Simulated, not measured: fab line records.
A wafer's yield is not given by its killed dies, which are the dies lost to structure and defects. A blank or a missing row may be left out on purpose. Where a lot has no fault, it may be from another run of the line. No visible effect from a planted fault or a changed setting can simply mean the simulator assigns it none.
The same fault as seen by 2 desks -- flow berkeley-cmos170 -- each desk has only its own numbers; what lay behind them comes last

== FROM THE METROLOGY DESK ==
What the gauges read for every lot (on any tool): the sampled wafers with a number, averaged. Any lot whose mean is over 4 standard deviations away from the usual mean is out of limits and marked OUT; that distance is given in the brackets.
Columns: A = FIELD_OXIDE_LEFT_2_THK at UCB170_FIELD_THK_MEAS_91, usual 352 nm
lot,first seen here,A
L954,day 6 01:13,352
L955,day 6 12:13,357
L957,day 6 15:26,350
L963,day 7 18:26,357
L961,day 7 18:36,358
L962,day 7 18:53,342
L966,day 8 13:00,353
L965,day 8 13:46,356
L972,day 9 23:07,346
L976,day 10 04:10,371
L974,day 10 04:42,352
L973,day 10 04:59,352
L977,day 10 22:29,351
Finding of this desk: none of the 13 lots has anything out of limits.

== FOR THE TOOL OWNER'S DESK: rie-diel-04 ==
The tool's own readings at UCB170_SPACER_ETCHBACK_03 (etches SiO2 in CHF3/CF4/Ar, stops on Si, target depth 376 nm, time 100 s): means of the sampled wafers that have a number, for each lot that ran on this tool. Any lot whose mean is over 4 standard deviations away from the usual mean is out of limits and marked OUT; that distance is given in the brackets.
Columns: A = chamber-pressure-mTorr at UCB170_SPACER_ETCHBACK_03, usual 200.00 mTorr; B = drypump-motor-current-A at UCB170_SPACER_ETCHBACK_03, usual 5.8 A; C = oes-product-au at UCB170_SPACER_ETCHBACK_03, usual 0.899 a.u.; D = run-length-s at UCB170_SPACER_ETCHBACK_03, usual 128.4 s; E = throttle-valve-pct at UCB170_SPACER_ETCHBACK_03, usual 6.43 %
lot,first seen here,A,B,C,D,E
L961,day 8 15:46,199.96,6.4,0.909,128.6,6.53
L962,day 8 15:50,199.80,5.7,0.893,128.7,6.50
L965,day 9 09:58,200.06,5.5,0.930,115.4 (-27) OUT,6.42
This desk finds L965 out of limits, L965 being first, at day 9 09:58 (run-length-s at UCB170_SPACER_ETCHBACK_03). In limits: L961, L962.

== ALL TOGETHER ==
On L965, at day 9 09:58, an alarm was possible from the tool owner's desk.
Metrology desk: nothing out of limits seen.
The metrology desk holds a record of L965, inside its limits.
UCB170_SPACER_ETCHBACK_03 was run on rie-diel-04 by each of the lots named.

== WHAT THE SIMULATOR HAD PUT IN ==
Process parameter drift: rie-diel-04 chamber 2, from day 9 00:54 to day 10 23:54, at UCB170_SPACER_ETCHBACK_03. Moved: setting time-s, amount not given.
Lots struck among those shown: L965.
Hours from the fault's start to each desk's first reading out of limits: the tool owner's desk, 9.
